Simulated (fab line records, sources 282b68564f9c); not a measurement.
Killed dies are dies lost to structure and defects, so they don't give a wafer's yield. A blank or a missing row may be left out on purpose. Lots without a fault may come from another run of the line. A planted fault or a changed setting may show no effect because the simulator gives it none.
A struck lot beside a sound one | flow rit_cmos | 44 steps out of a route of 202
Sound: wafers L375.2, L375.3, L375.6. Struck: wafers L379.1, L379.3, L379.5. The cause comes at the end.
At each step with rows: each side's tool, then ch and its chambers, then its first start. Under that, the readings that differ: sound wafers | struck wafers | difference of the means | sigmas: that difference in standard deviations of wafers without a fault.
alike: readings whose means differ by less than 2 such deviations, and words and numbers that are the same on both sides. not compared: withheld readings, readings that some wafer has no value for, bounds like >300 that may hide the same value, and numbers for which the record gives no deviation and whose values overlap.
The two part at a step that has a row with sigmas, a row that says differs or no value, or rows on one side only. Numbers that don't overlap but have no deviation are shown without sigmas and don't part them. A reading that every wafer of one side lacks parts them only if that side has two wafers or more.

first, 2 steps without rows for these wafers: RIT_NLDD_HARDBAKE_07 (time 60 s); RIT_NLDD_IMPLANT_08.
RIT_NLDD_STRIP_09: strips in O2, time 180 s.
  sound on plasma_asher-02 ch 0,1, day 3 18:38; struck on plasma_asher-01 ch 1, day 4 18:11
  alike: drypump_motor_current_A
  not compared: rf_hours_counter_h
RIT_NLDD_TW_MEAS_10:
  sound on film_metro-04, day 3 18:49; struck on film_metro-03, day 4 18:22
  alike: NLDD_TW
then, 6 steps without rows for these wafers: RIT_PLDD_HMDS_00 (prime time 60 s); RIT_PLDD_COAT_01 (resist thk 1000 nm); RIT_PLDD_SOFTBAKE_02 (time 60 s); RIT_PLDD_EXPOSE_03 (exposes mask M8, target cd 40900 nm); RIT_PLDD_PEB_04; RIT_PLDD_DEVELOP_05 (develop time 50 s).
RIT_PLDD_OVL_MEAS_06:
  sound on overlay-02, day 3 19:50; struck on overlay-02, day 4 19:17
  alike: PLDD_OVL
then, 1 step without rows for these wafers: RIT_PLDD_HARDBAKE_07 (time 60 s).
RIT_PLDD_IMPLANT_08:
  sound on implanter-03 ch 0, day 3 20:03; struck on implanter-03 ch 0, day 4 19:28
  reading                   | sound                | struck               | difference | sigmas
  beam_energy_keV           | 19.996 19.994 20.014 | 21.581 21.577 21.571 | +1.575     | +99 or more
  model.implant.rp_nm (nm)  | 18.01 18.01 18.01    | 18.47 18.47 18.47    | +0.46      |
  model.implant.drp_nm (nm) | 9.752 9.752 9.752    | 10.29 10.29 10.29    | +0.54      |
RIT_PLDD_STRIP_09: strips in O2, time 180 s.
  sound on plasma_asher-02 ch 0, day 3 20:10; struck on plasma_asher-03 ch 1, day 4 19:37
  alike: drypump_motor_current_A
  not compared: rf_hours_counter_h
RIT_PLDD_TW_MEAS_10:
  sound on film_metro-04, day 3 20:22; struck on film_metro-04, day 4 19:47
  alike: PLDD_TW
then, 4 steps without rows for these wafers: RIT_SPACER_CLEAN_00 (cleans in SC1, time 600 s); RIT_SPACER_CLEAN_01 (cleans in dHF, time 30 s); RIT_SPACER_CLEAN_02 (cleans in SC2, time 600 s); RIT_SPACER_CVD_03 (deposits Si3N4 from SiH2Cl2/NH3, target thk 250 nm, time 3300 s).
RIT_SPACER_THK_MEAS_04:
  sound on film_metro-02, day 3 22:44; struck on film_metro-01, day 4 22:09
  alike: SPACER_NITRIDE_THK
RIT_SPACER_ETCHBACK_05: etches Si3N4 in SF6/CHF3, stops on SiO2, target depth 250 nm, time 240 s.
  sound on rie_diel-04 ch 0,3, day 3 22:47; struck on rie_diel-04 ch 0,1, day 4 22:13
  alike: drypump_motor_current_A, oes_product_au, throttle_valve_pct
  not compared: rf_hours_counter_h
then, 6 steps without rows for these wafers: RIT_NSD_HMDS_00 (prime time 60 s); RIT_NSD_COAT_01 (resist thk 1000 nm); RIT_NSD_SOFTBAKE_02 (time 60 s); RIT_NSD_EXPOSE_03 (exposes mask M9, target cd 40700 nm); RIT_NSD_PEB_04; RIT_NSD_DEVELOP_05 (develop time 50 s).
RIT_NSD_OVL_MEAS_06:
  sound on overlay-01, day 3 23:50; struck on overlay-02, day 4 23:20
  alike: NSD_OVL
then, 2 steps without rows for these wafers: RIT_NSD_HARDBAKE_07 (time 60 s); RIT_NSD_IMPLANT_08.
RIT_NSD_STRIP_09: strips in O2, time 180 s.
  sound on plasma_asher-01 ch 0,1, day 4 00:10; struck on plasma_asher-04 ch 0,1, day 4 23:40
  alike: drypump_motor_current_A
  not compared: rf_hours_counter_h
RIT_NSD_TW_MEAS_10:
  sound on film_metro-01, day 4 00:21; struck on film_metro-01, day 4 23:51
  alike: NSD_TW
then, 6 steps without rows for these wafers: RIT_PSD_HMDS_00 (prime time 60 s); RIT_PSD_COAT_01 (resist thk 1000 nm); RIT_PSD_SOFTBAKE_02 (time 60 s); RIT_PSD_EXPOSE_03 (exposes mask M10, target cd 40900 nm); RIT_PSD_PEB_04; RIT_PSD_DEVELOP_05 (develop time 50 s).
RIT_PSD_OVL_MEAS_06:
  sound on overlay-02, day 4 01:23; struck on overlay-01, day 5 00:46
  alike: PSD_OVL
then, 2 steps without rows for these wafers: RIT_PSD_HARDBAKE_07 (time 60 s); RIT_PSD_IMPLANT_08.
RIT_PSD_STRIP_09: strips in O2, time 180 s.
  sound on plasma_asher-02 ch 1, day 4 01:43; struck on plasma_asher-02 ch 0,1, day 5 01:05
  alike: drypump_motor_current_A
  not compared: rf_hours_counter_h
RIT_SDANNEAL_RS_MEAS_06: measures by four-point-probe.
  sound on film_metro-04, day 4 02:38; struck on film_metro-04, day 5 01:59
  reading          | sound             | struck            | difference | sigmas
  PLDD_RS (ohm/sq) | 178.3 178.6 178.5 | 173.0 173.2 173.1 | -5.4       | -11
RIT_M1_PROBE_99:
  sound on prober-02, day 4 09:47; struck on prober-02, day 5 09:07
  reading                             | sound             | struck            | difference | sigmas
  killed_short                        | 7 8 4             | 3 1 0             | -5         | -2
  model.etest.pmos_turned.r_on_ohm_um | 3258 3206 3243    | 3362 3574 3418    | +216       |
  model.etest.pldd.rs_ohm_sq          | 440.6 436.5 441.1 | 486.7 509.1 507.1 | +61.6      |
  model.etest.pldd.line_ohm_um        | 140.7 139.1 140.9 | 154.8 161.1 161.4 | +18.9      |
  model.etest.pmos_turned.drive_ua_um | 208.9 209.3 206.6 | 192.5 180 190.3   | -20.7      |
  model.etest.pmos_0p15.drive_ua_um   | 266.9 270.3 265.1 | 263.1 250.7 262.6 | -8.6       |
  alike: killed_at_front_end, killed_dies, killed_open
  not compared: model.etest.pmos_0p15.r_on_ohm_um, model.etest.pmos_0p15.off_log10_a_um, model.etest.pmos_0p15.vt_sat_v

WHERE THEY PART
First at RIT_PLDD_IMPLANT_08; last, within this record, at RIT_M1_PROBE_99.

WHY: what the simulator had put in
Process parameter drift: implanter-03, from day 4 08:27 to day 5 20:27, at RIT_PLDD_IMPLANT_08. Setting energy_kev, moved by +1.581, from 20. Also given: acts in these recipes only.
